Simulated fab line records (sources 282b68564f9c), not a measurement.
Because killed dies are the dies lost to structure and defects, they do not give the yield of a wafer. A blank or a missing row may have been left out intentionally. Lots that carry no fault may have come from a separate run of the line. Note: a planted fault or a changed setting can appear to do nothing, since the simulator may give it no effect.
Commonality check across tools | flow rit_cmos | 14 lots, 42 wafers sampled

== WHY IT WAS OPENED ==
Of 14 lots, 2 have the reading ACTIVE_OXIDE_THK flagged at RIT_ACTIVE_THK_MEAS_02. Fault-free wafers read 46.6 nm, with a standard deviation of 0.81.
Rule: a lot is flagged when every wafer of it that has a number lies more than 4 standard deviations from that mean, or none has a number. The rest of the lots are taken to be sound.

lot  | measured    | on            | ACTIVE_OXIDE_THK (nm), wafer by wafer | flag
L631 | day 1 12:23 | film_metro-04 | 46.6 46.0 46.1                        |
L632 | day 1 17:04 | film_metro-03 | 47.4 47.3 46.7                        |
L633 | day 1 22:03 | film_metro-04 | 45.9 45.2 46.9                        |
L634 | day 2 03:03 | film_metro-03 | 47.5 47.0 46.2                        |
L638 | day 3 00:59 | film_metro-03 | 45.4 44.6 45.4                        |
L640 | day 3 09:25 | film_metro-03 | 60.8 61.4 60.9                        | FLAGGED
L641 | day 3 15:28 | film_metro-04 | 61.2 61.2 60.9                        | FLAGGED
L643 | day 4 01:08 | film_metro-04 | 45.7 45.3 46.3                        |
L645 | day 4 10:03 | film_metro-02 | 45.9 45.4 45.6                        |
L647 | day 4 20:03 | film_metro-03 | 47.1 46.8 47.4                        |
L649 | day 5 06:16 | film_metro-04 | 45.8 46.2 46.0                        |
L651 | day 5 16:13 | film_metro-03 | 47.2 46.7 47.1                        |
L652 | day 5 21:15 | film_metro-02 | 46.3 46.2 46.5                        |
L654 | day 6 08:03 | film_metro-03 | 47.3 47.4 48.1                        |
Average over the flagged lots: 61.1 nm; offset from the usual +14.5 nm, equal to +18 standard deviations.

== WHICH TOOL EACH LOT WENT THROUGH ==
The record holds 1 process step before the reading, out of a route of 202 steps. Cell contents, in order: the tool; ch with the chambers the sampled wafers went through; the start.
lot  | flag    | RIT_ACTIVE_OXIDATION_01
L631 |         | furnace-02 ch 0, day 1 10:27
L632 |         | furnace-01 ch 0, day 1 15:07
L633 |         | furnace-02 ch 0, day 1 20:07
L634 |         | furnace-04 ch 0, day 2 01:07
L638 |         | furnace-02 ch 0, day 2 23:01
L640 | FLAGGED | furnace-01 ch 0, day 3 07:28
L641 | FLAGGED | furnace-01 ch 0, day 3 13:31
L643 |         | furnace-02 ch 0, day 3 23:12
L645 |         | furnace-02 ch 0, day 4 08:07
L647 |         | furnace-04 ch 0, day 4 18:07
L649 |         | furnace-04 ch 0, day 5 04:20
L651 |         | furnace-04 ch 0, day 5 14:15
L652 |         | furnace-04 ch 0, day 5 19:18
L654 |         | furnace-04 ch 0, day 6 06:07
What is done by these steps:
- RIT_ACTIVE_OXIDATION_01: target thk 46.8 nm, ox time 3360 s.
- RIT_ACTIVE_THK_MEAS_02

== FLAGGED AGAINST TOTAL, ONE TOOL AT A TIME (gauges that did the reading follow at the end) ==
step                    | tool          | lots run | flagged | share of the flagged lots | sound lots run after its first flagged lot
RIT_ACTIVE_OXIDATION_01 | furnace-01    | 3        | 2       | all                       | 0
RIT_ACTIVE_OXIDATION_01 | furnace-02    | 5        | 0       | none                      | -
RIT_ACTIVE_OXIDATION_01 | furnace-04    | 6        | 0       | none                      | -
RIT_ACTIVE_THK_MEAS_02  | film_metro-02 | 2        | 0       | none                      | -
RIT_ACTIVE_THK_MEAS_02  | film_metro-03 | 7        | 1       | some                      | 3 (L647,L651,L654)
RIT_ACTIVE_THK_MEAS_02  | film_metro-04 | 5        | 1       | some                      | 2 (L643,L649)

== WHAT IS ALLOWED BY THE TABLE ==
All flagged lots share 1 row of the table, namely furnace-01 at RIT_ACTIVE_OXIDATION_01.
- furnace-01 at RIT_ACTIVE_OXIDATION_01 ran 3 lots, 2 of them flagged. Last sound lot L632 at day 1 15:07, first flagged lot L640 at day 3 07:28; a fault beginning in between fits.
One tool is left: furnace-01 at RIT_ACTIVE_OXIDATION_01.

== WHAT THE SIMULATOR HAD INSERTED ==
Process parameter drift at RIT_ACTIVE_OXIDATION_01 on furnace-01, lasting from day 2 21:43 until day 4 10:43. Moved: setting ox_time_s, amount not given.
Lots struck among those shown: L640, L641. Same finding as the rule above.
